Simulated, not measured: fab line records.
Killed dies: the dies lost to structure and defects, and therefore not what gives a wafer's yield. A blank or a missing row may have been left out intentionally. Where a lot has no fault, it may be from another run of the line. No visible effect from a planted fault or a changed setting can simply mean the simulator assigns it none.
2 desks, one fault -- flow berkeleyCmos170 -- what lay behind the numbers comes last; until then each desk has only its own

## TOOL OWNER'S DESK, implanter-01
The tool's own readings at UCB170_NVT_IMPLANT_07, given as means over the sampled wafers that have a number, one for each lot that went through this tool. If a lot's mean is further than 4 standard deviations from the usual mean, the lot is out of limits and carries the mark OUT (the distance appears in the brackets).
Columns: A = beamEnergyKeV at UCB170_NVT_IMPLANT_07, usual 49.201; B = beamOnS at UCB170_NVT_IMPLANT_07, usual 10.02 s; C = doseIonsCm2 at UCB170_NVT_IMPLANT_07, usual 3.001e+12; D = faradayCurrentUA at UCB170_NVT_IMPLANT_07, usual 9.49
lot,first seen here,A,B,C,D
L187,day 6 20:41,49.205,10.07,2.996e+12,9.46
L190,day 7 03:46,49.201,10.03,3.002e+12,9.49
L191,day 7 03:56,49.203,10.04,3.006e+12,9.51
L189,day 7 04:24,49.198,10.04,2.999e+12,9.47
L202,day 9 17:29,49.175,12.48 (+12) OUT,3.000e+12,7.63 (-9.8) OUT
L201,day 9 17:40,49.196,12.20 (+11) OUT,2.998e+12,7.81 (-8.9) OUT
This desk finds L201, L202 out of limits, L202 being first, at day 9 17:29 (beamOnS at UCB170_NVT_IMPLANT_07). L187, L190, L191, L189 stayed within limits.

## AT THE METROLOGY DESK
Means of the sampled wafers that have a number, per lot and without regard to the tool the lot ran on: this is what the gauges read. If a lot's mean is further than 4 standard deviations from the usual mean, the lot is out of limits and carries the mark OUT (the distance appears in the brackets).
Columns: A = SCREENOX_OXIDE_THK at UCB170_SCREENOX_THK_MEAS_02, usual 14.4 nm; B = NVT_TW at UCB170_NVT_TW_MEAS_09, usual 525.5; C = PVT_TW at UCB170_PVT_TW_MEAS_09, usual 507
lot,first seen here,A,B,C
L188,day 6 12:21,14.2,525.1,513
L187,day 6 12:22,14.1,527.2,501
L190,day 6 21:22,14.8,526.7,502
L191,day 6 21:22,14.6,526.8,502
L189,day 6 21:26,14.6,523.8,515
L192,day 6 21:26,14.4,528.5,514
L201,day 9 12:07,14.8,558.3 (+15) OUT,514
L202,day 9 12:08,14.7,559.3 (+15) OUT,517
L204,day 10 00:52,14.1,523.6,504
L205,day 10 00:52,13.9,521.3,505
L208,day 10 15:02,14.1,524.2,502
L207,day 10 15:05,14.3,523.7,514
L210,day 11 03:47,14.4,525.9,503
This desk's finding: out of limits on L201, L202; first on L202, day 9 17:49 (NVT_TW at UCB170_NVT_TW_MEAS_09). L188, L187, L190, L191, L189, L192, L204, L205, L208, L207, L210 stayed within limits.

## PUT TOGETHER
The tool owner's desk had the chance to raise an alarm at day 9 17:29 on L201, L202.
The metrology desk could have raised an alarm at day 9 17:49, on L201, L202.
Every lot named ran UCB170_NVT_IMPLANT_07 on implanter-01.

## WHAT WAS PUT IN BY THE SIMULATOR
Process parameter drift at UCB170_NVT_IMPLANT_07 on implanter-01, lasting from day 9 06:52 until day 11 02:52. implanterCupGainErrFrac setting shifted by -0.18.
Lots struck among those shown: L201, L202.
Counting hours from when the fault started, the first reading out of limits came at 11 for the tool owner's desk and at 11 for the metrology desk.
